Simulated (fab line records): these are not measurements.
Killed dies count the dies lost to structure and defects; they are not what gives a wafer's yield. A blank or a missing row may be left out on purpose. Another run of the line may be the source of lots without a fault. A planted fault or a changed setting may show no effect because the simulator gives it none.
Split-lot trial | flow ritCmos | 23 wafers read across 5 lots, on a route 202 steps long

== ON THE SPLIT ==
At RIT_M1_SPUTTER_00 (material Al, target thk 400 nm, time 500 s), the setting powerW was moved away from the recipe's 2000 W on 9 of the 23 wafers read, by -11.9% to +10.5%. All remaining wafers had this setting at the recipe value.

== FROM THE SPLIT ON TO THE READING: in between, the file shows 1 step ==
- RIT_M1_RS_MEAS_01: measures by four-point-probe

== THE READING ==
M1_AL_THK, in nm, at RIT_M1_THK_MEAS_02 (measures by xrf). Typical for fault-free wafers on this fab line: 396 nm, with standard deviation 5.6 nm.

wafer  | tool, chamber at the split | powerW as run, W | against the recipe | M1_AL_THK, nm | against lot-mates on the recipe
L077.1 | pvdSputter-01, -           | 1927             | -3.6%              | 370           | -16
L077.2 | pvdSputter-01, -           | 2000             | recipe             | 385           | -
L077.3 | pvdSputter-01, -           | 2000             | recipe             | 391           | -
L077.4 | pvdSputter-01, -           | 1927             | -3.6%              | 370           | -16
L077.6 | pvdSputter-01, -           | 2000             | recipe             | 382           | -
L081.2 | pvdSputter-03, -           | 1762             | -11.9%             | 346           | -49
L081.3 | pvdSputter-03, -           | 1762             | -11.9%             | 354           | -41
L081.4 | pvdSputter-03, -           | 2000             | recipe             | 394           | -
L081.5 | pvdSputter-03, -           | 1762             | -11.9%             | 347           | -48
L081.6 | pvdSputter-03, -           | 2000             | recipe             | 396           | -
L082.1 | pvdSputter-04, -           | 1788             | -10.6%             | 352           | -43
L082.2 | pvdSputter-04, -           | 2000             | recipe             | 394           | -
L082.3 | pvdSputter-04, -           | 1788             | -10.6%             | 358           | -37
L082.4 | pvdSputter-04, -           | 2000             | recipe             | 399           | -
L082.5 | pvdSputter-04, -           | 2000             | recipe             | 392           | -
L084.1 | pvdSputter-04, -           | 2209             | +10.5%             | 442           | +39
L084.2 | pvdSputter-04, -           | 2000             | recipe             | 407           | -
L084.3 | pvdSputter-04, -           | 2000             | recipe             | 399           | -
L084.5 | pvdSputter-04, -           | 2000             | recipe             | 403           | -
L084.6 | pvdSputter-04, -           | 2209             | +10.5%             | 441           | +38
L085.1 | pvdSputter-03, -           | 2000             | recipe             | 388           | -
L085.2 | pvdSputter-03, -           | 2000             | recipe             | 385           | -
L085.4 | pvdSputter-03, -           | 2000             | recipe             | 388           | -

THE FIT
A straight line over all 23 wafers: M1_AL_THK changes by +4.01 nm for each +1% of powerW; r = +0.96; the points scatter about the line by 7 nm.
The same after taking each lot's own level away (the mean of its wafers on the recipe; 23 wafers): +3.8 nm for each +1%; r = +0.99; scatter 2.9 nm.
Per that fit: largest powerW move, reading shift of 45 nm.
The lots' own levels span 386.0 to 403.0 nm, that is 3.0 times the standard deviation above.
Consequently the slope shifts little with the lot-to-lot level, the two slopes agreeing.
Check: for one of the wafers moved furthest among these (-11.9%), held out of the fit, the line's prediction against its lot-mates is -44.8 nm. It came out at -49 nm against them.

== OTHER SPLITS ON THESE WAFERS ==
Before the reading, these wafers also passed through other splits. Each is held against what the fit with the lots' levels taken away leaves over:
other split on the same wafers | wafers away from the commonest value | r with M1_AL_THK (lot level and that fit taken away)
RIT_NSD_COAT_01 spinRpm        | 7                                    | -0.05
RIT_NSD_IMPLANT_08 doseCm2     | 7                                    | +0.12
RIT_SDANNEAL_CLEAN_01 timeS    | 15                                   | +0.07
RIT_SILICIDE_SPUTTER_01 timeS  | 7                                    | +0.20
RIT_CONTACT_CVD_00 timeS       | 9                                    | +0.36
RIT_CONTACT_ETCH_11 timeS      | 9                                    | +0.12

== THE WHOLE CHAIN: every reading that the file lists as answering this split, in the file's order ==
step               | what it does                               | reading                                                                    | change (the file's fit)               | r (the file's)
RIT_M1_SPUTTER_00  | material Al, target thk 400 nm, time 500 s | Al_of_M1_SPUTTER_00.thkNm (the simulator's own value, which no gauge read) | +3.91 nm for each +1% of the setting  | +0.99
RIT_M1_RS_MEAS_01  | measures by four-point-probe               | M1_AL_RS                                                                   | -0.000792 for each +1% of the setting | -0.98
RIT_M1_THK_MEAS_02 | measures by xrf                            | M1_AL_THK                                                                  | +3.82 for each +1% of the setting     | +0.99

== THE FILE'S OWN FIT ==
M1_AL_THK changes by +3.82 nm for each +1% of powerW, r = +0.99.
